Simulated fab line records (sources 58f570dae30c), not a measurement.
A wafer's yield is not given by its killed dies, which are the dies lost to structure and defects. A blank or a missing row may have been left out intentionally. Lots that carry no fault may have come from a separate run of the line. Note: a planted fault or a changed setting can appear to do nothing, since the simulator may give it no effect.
A struck lot beside a sound one / flow berkeley_cmos170 / 18 steps out of a route of 331
Sound: the wafers L738.1, L738.4, L738.6. Struck: wafers L750.1, L750.5, L750.6. Last of all comes the cause.
Order at every step that has rows: each side's tool, ch and its chambers, its first start. Under that, the readings that differ: sound wafers / struck wafers / difference of the means / sigmas: that difference in standard deviations of wafers without a fault.
alike: readings with means less than 2 such deviations apart, plus words and numbers identical on both sides. not compared: withheld readings, readings lacking a value on some wafer, bounds such as >300 that could conceal the same value, and numbers that have no deviation in the record and whose values overlap.
Wherever a step has rows on one side only, a row that says differs or no value, or a row with sigmas, the two part there. When numbers do not overlap yet have no deviation, they are printed without sigmas and do not part them. Lack of a reading on every wafer of one side parts them only where that side has two or more wafers.

UCB170_GATE_ETCH_15: etches poly-Si in HBr/Cl2, stops on SiO2, time 56.3 s, target depth 278.2 nm.
  sound on rie_si-02 ch 1,2, day 7 03:19; struck on rie_si-01 ch 0,1,2, day 8 18:09
reading=oes_product_au (a.u.); sound=0.858 0.826 0.849; struck=0.806 0.822 0.818; difference=-0.029; sigmas=-2
  alike: drypump_motor_current_A, mfc_cl2_sccm, throttle_valve_pct
  not compared: rf_hours_counter_h
UCB170_GATE_STRIP_16: strips in O2.
  sound on plasma_asher-03 ch 0,1, day 7 03:22; struck on plasma_asher-04 ch 0,1, day 8 18:12
  alike: drypump_motor_current_A, oes_product_au
  not compared: rf_hours_counter_h
UCB170_GATE_CD_MEAS_90: target cd 350 nm.
  sound on cd_sem-01, day 7 03:31; struck on cd_sem-01, day 8 18:19
  alike: cd_nm
then, 7 steps without rows for these wafers: UCB170_GATE_CLEAN_17 (cleans in SPM, time 600 s); UCB170_PLDD_HMDS_00 (prime time 60 s); UCB170_PLDD_COAT_01 (resist thk 900 nm); UCB170_PLDD_SOFTBAKE_02 (time 60 s); UCB170_PLDD_EXPOSE_03 (exposes mask PSELECT, target cd 1200 nm); UCB170_PLDD_PEB_04; UCB170_PLDD_DEVELOP_05 (develop time 45 s).
UCB170_PLDD_CD_MEAS_06: target cd 1200 nm.
  sound on cd_sem-01, day 7 04:59; struck on cd_sem-02, day 8 20:38
  alike: cd_nm
UCB170_PLDD_OVL_MEAS_07:
  sound on overlay-01, day 7 05:06; struck on overlay-02, day 8 20:46
  alike: PLDD_OVL
UCB170_PLDD_IMPLANT_08:
  sound on implanter-03 ch 0, day 7 05:08; struck on implanter-04 ch 0, day 8 20:48
reading=beam_energy_keV; sound=9.999 9.999 10.000; struck=13.497 13.495 13.500; difference=+3.498; sigmas=+99 or more
reading=model.implant.rp_nm (nm); sound=10.2 10.2 10.2; struck=12.67 12.67 12.67; difference=+2.47; sigmas=
reading=model.implant.drp_nm (nm); sound=6.005 6.005 6.005; struck=7.392 7.392 7.392; difference=+1.387; sigmas=
following that, these wafers have no rows for 1 step: UCB170_PLDD_IMPLANT_09.
UCB170_PLDD_STRIP_10: strips in O2.
  sound on plasma_asher-03 ch 0, day 7 05:26; struck on plasma_asher-03 ch 0,1, day 8 21:06
  alike: drypump_motor_current_A, oes_product_au, strip_time_to_endpoint_s
  not compared: rf_hours_counter_h
UCB170_PLDD_TW_MEAS_11:
  sound on film_metro-03, day 7 05:32; struck on film_metro-04, day 8 21:12
reading=PLDD_TW; sound=1000 1005 1000; struck=1060 1067 1056; difference=+59; sigmas=+12
then, 1 step without rows for these wafers: UCB170_PLDD_CLEAN_12 (cleans in SPM, time 600 s).
UCB170_M3_PROBE_99:
  rows exist in the record for the sound wafers here (prober-01, day 8 20:13), none for the struck ones

## WHERE THEY PART
Last at UCB170_M3_PROBE_99 as far as this record goes, first at UCB170_GATE_ETCH_15.

WHY: the cause the simulator had injected
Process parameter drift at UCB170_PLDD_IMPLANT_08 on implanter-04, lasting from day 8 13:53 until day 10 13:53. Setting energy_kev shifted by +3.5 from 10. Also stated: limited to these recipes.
